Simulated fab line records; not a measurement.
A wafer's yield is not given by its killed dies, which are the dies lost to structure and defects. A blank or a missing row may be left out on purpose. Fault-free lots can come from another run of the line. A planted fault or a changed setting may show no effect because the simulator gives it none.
fab line records	flow ritCmos
record lots=14	wafers=42	lastDay=7
route steps=202 shown NLDD@111
lots that met no fault: from a run of the same line without faults
startH: the number of hours between the record's first day and the start of the first shown wafer of the lot	waitH: how many hours have passed since the lot's step before this one	" the same as in the row above	L1.1+2: a single row standing in for several wafers	- either no value or no given start	* or withheld: withheld	< > ~ a bound
route shown NAME@n: names a module that has steps shown in the file, with the first one's number in the route	usual: mean/standard deviation taken from wafers without a fault	same: alike in all rows	chamber/n: place in a boat	sites: the reading at each site	_std_site: their standard deviation	_edge_site: the outer-site mean with the inner-site mean subtracted	radiusMm: how far each site lies from the wafer's centre	mask NAME#n: copy n	behind: tool/chamber where the wafer was last shaped	hold: why the lot went on hold/how many hours it stayed there/how the hold came to an end	device: which transistor (n, p or np) failed to switch	end of line: the route-end tests of the same wafers	a step given without rows: its recipe and nothing more	killed: at the first sort, the dies lost to defects and structure; wafer yield is something else	map: the dies of a wafer, with x for killed, . for not killed, _ for no die there
set.NAME: the setting as run; set.NAME@STEP: as run at that earlier step	model.NAME: the simulator's own value behind a step, which no gauge read
route steps across a sampled set of lots; one table per step, one row per wafer
services: the hour from which a tool's chamber was out of use, counted from the record's first day as startH (under 0 if before that day), plus the number of hours and why
## steps
# step RIT_NLDD_IMPLANT_08
# recipe species=P	energyKev=20	doseCm2=5e+14	tiltDeg=7
# usual beamOnS=9.98/0.22	faradayCurrentUA=1576/35
lot.wafer	tool	chamber	startH	waitH	beamOnS	faradayCurrentUA
L380.1	implanter-01	0	43.67	0.1	9.88	1595
L380.4	"	0	"	"	10.41	1511
L380.6	"	0	"	"	9.71	1616
L381.2	implanter-04	0	49.57	0.1	9.82	1592
L381.4	"	0	"	"	10.35	1522
L381.6	"	0	"	"	9.81	1601
L382.1	implanter-01	0	53.34	0.1	10.01	1576
L382.5	"	0	"	"	9.76	1610
L382.6	"	0	"	"	10.02	1568
L384.1	implanter-01	0	68.53	0.1	10.42	1511
L384.2	"	0	"	"	9.89	1592
L384.6	"	0	"	"	10.00	1588
L385.2	implanter-04	0	70.13	0.1	9.97	1570
L385.5	"	0	"	"	10.44	1506
L385.6	"	0	"	"	10.09	1563
L386.1	implanter-04	0	72.60	0.1	10.02	1570
L386.3	"	0	"	"	9.98	1570
L386.6	"	0	"	"	9.88	1594
L387.1	implanter-04	0	79.35	0.1	13.50	1162
L387.4	"	0	"	"	14.27	1104
L387.5	"	0	"	"	14.09	1115
L388.3	implanter-04	0	86.72	0.1	14.15	1110
L388.4	"	0	"	"	14.21	1104
L388.5	"	0	"	"	13.69	1150
L390.1	implanter-02	0	99.66	0.1	9.90	1586
L390.2	"	0	"	"	10.43	1502
L390.6	"	0	"	"	9.62	1635
L396.2	implanter-01	0	131.29	0.1	10.27	1526
L396.4	"	0	"	"	10.31	1529
L396.6	"	0	"	"	9.41	1657
L398.1	implanter-01	0	134.75	0.1	9.60	1639
L398.3	"	0	"	"	9.56	1638
L398.5	"	0	"	"	9.79	1603
L397.3	implanter-02	0	142.28	0.1	9.82	1601
L397.4	"	0	"	"	9.75	1611
L397.6	"	0	"	"	10.03	1572
L399.3	implanter-01	0	143.57	0.1	10.16	1550
L399.5	"	0	"	"	10.04	1560
L399.6	"	0	"	"	10.23	1527
L400.2	implanter-01	0	148.61	0.1	9.87	1586
L400.3	"	0	"	"	9.98	1578
L400.5	"	0	"	"	9.84	1596
# step RIT_NLDD_TW_MEAS_10
# usual NLDD_TW=2489/22
lot.wafer	tool	chamber	startH	waitH	NLDD_TW
L380.1	filmMetro-03	-	44.00	0.1	2524
L380.4	"	-	"	"	2522
L380.6	"	-	"	"	2515
L381.2	filmMetro-03	-	49.88	0.1	2513
L381.4	"	-	"	"	2512
L381.6	"	-	"	"	2522
L382.1	filmMetro-01	-	53.67	0.1	2483
L382.5	"	-	"	"	2503
L382.6	"	-	"	"	2494
L384.1	filmMetro-01	-	68.86	0.1	2493
L384.2	"	-	"	"	2497
L384.6	"	-	"	"	2495
L385.2	filmMetro-01	-	70.44	0.1	2492
L385.5	"	-	"	"	2494
L385.6	"	-	"	"	2479
L386.1	filmMetro-02	-	72.92	0.1	2459
L386.3	"	-	"	"	2452
L386.6	"	-	"	"	2449
L387.1	filmMetro-02	-	79.67	0.1	2674
L387.4	"	-	"	"	2687
L387.5	"	-	"	"	2678
L388.3	filmMetro-01	-	87.02	0.1	2715
L388.4	"	-	"	"	2713
L388.5	"	-	"	"	2713
L390.1	filmMetro-03	-	99.98	0.1	2514
L390.2	"	-	"	"	2528
L390.6	"	-	"	"	2521
L396.2	filmMetro-03	-	131.60	0.1	2501
L396.4	"	-	"	"	2491
L396.6	"	-	"	"	2495
L398.1	filmMetro-02	-	135.07	0.1	2464
L398.3	"	-	"	"	2456
L398.5	"	-	"	"	2464
L397.3	filmMetro-01	-	142.57	0.1	2485
L397.4	"	-	"	"	2479
L397.6	"	-	"	"	2484
L399.3	filmMetro-02	-	143.87	0.1	2464
L399.5	"	-	"	"	2452
L399.6	"	-	"	"	2451
L400.2	filmMetro-03	-	148.92	0.1	2492
L400.3	"	-	"	"	2497
L400.5	"	-	"	"	2498
# step RIT_SDANNEAL_RS_MEAS_07
# recipe thkMeasGauge=four-point-probe
# usual NLDD_RS=151.6/0.48
lot.wafer	tool	chamber	startH	waitH	NLDD_RS[ohm/sq]
L380.1	filmMetro-03	-	51.74	0.1	150.9
L380.4	"	-	"	"	151.3
L380.6	"	-	"	"	151.4
L381.2	filmMetro-03	-	57.72	0.1	151.2
L381.4	"	-	"	"	150.7
L381.6	"	-	"	"	151.0
L382.1	filmMetro-02	-	61.64	0.1	151.3
L382.5	"	-	"	"	151.5
L382.6	"	-	"	"	151.7
L384.1	filmMetro-02	-	77.16	0.1	152.1
L384.2	"	-	"	"	151.8
L384.6	"	-	"	"	151.7
L385.2	filmMetro-03	-	78.89	0.1	151.6
L385.5	"	-	"	"	151.3
L385.6	"	-	"	"	151.0
L386.1	filmMetro-03	-	80.77	0.1	151.5
L386.3	"	-	"	"	152.0
L386.6	"	-	"	"	152.1
L387.1	filmMetro-02	-	87.44	0.1	114.1
L387.4	"	-	"	"	113.8
L387.5	"	-	"	"	113.5
L388.3	filmMetro-02	-	94.86	0.1	114.1
L388.4	"	-	"	"	113.6
L388.5	"	-	"	"	113.3
L390.1	filmMetro-02	-	108.08	0.1	151.3
L390.2	"	-	"	"	151.7
L390.6	"	-	"	"	151.5
L396.2	filmMetro-03	-	139.49	0.1	150.5
L396.4	"	-	"	"	151.1
L396.6	"	-	"	"	150.7
L398.1	filmMetro-01	-	143.32	0.1	152.3
L398.3	"	-	"	"	152.3
L398.5	"	-	"	"	152.0
L397.3	filmMetro-01	-	150.21	0.1	151.3
L397.4	"	-	"	"	152.0
L397.6	"	-	"	"	151.9
L399.3	filmMetro-03	-	151.84	0.1	151.5
L399.5	"	-	"	"	151.4
L399.6	"	-	"	"	151.5
L400.2	filmMetro-03	-	156.85	0.1	152.2
L400.3	"	-	"	"	150.9
L400.5	"	-	"	"	151.2
## services
tool	chamber	startH	hours	kind
implanter-02	-	24.91	1.7	repair
implanter-01	-	26.99	1.7	repair
implanter-02	-	53.76	1.7	repair
implanter-04	-	99.05	1.7	repair
implanter-04	-	107.57	3.0	repair
## key
firstSign step=RIT_NLDD_IMPLANT_08	reading=beamOnS	direction=up	sigmas=18	usual=9.98	struck=13.98
effect step=RIT_NLDD_IMPLANT_08	reading=faradayCurrentUA	direction=down	sigmas=13	usual=1576	struck=1124
effect step=RIT_NLDD_TW_MEAS_10	reading=NLDD_TW	direction=up	sigmas=9.5	usual=2489	struck=2697
effect step=RIT_SDANNEAL_RS_MEAS_07	reading=NLDD_RS	direction=down	sigmas=79	usual=151.6	struck=113.7
metAt RIT_NLDD_IMPLANT_08
struckLots L387,L388
testerLeftOut L387,L388
onsetBetween 72.60 79.35
fault kind=processParameterDrift	tool=implanter-04	chamber=-	onsetH=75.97	steps=RIT_NLDD_IMPLANT_08	channel=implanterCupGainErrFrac	offset=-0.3	shape=step	endH=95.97
# testerLeftOut: of these lots the tester's yield and bins aren't shown, on N5 and GAA mostly nor the transistor test; their killed dies are dies lost to structure and defects alone, not to doping, threshold or leakage, so they don't give the yield
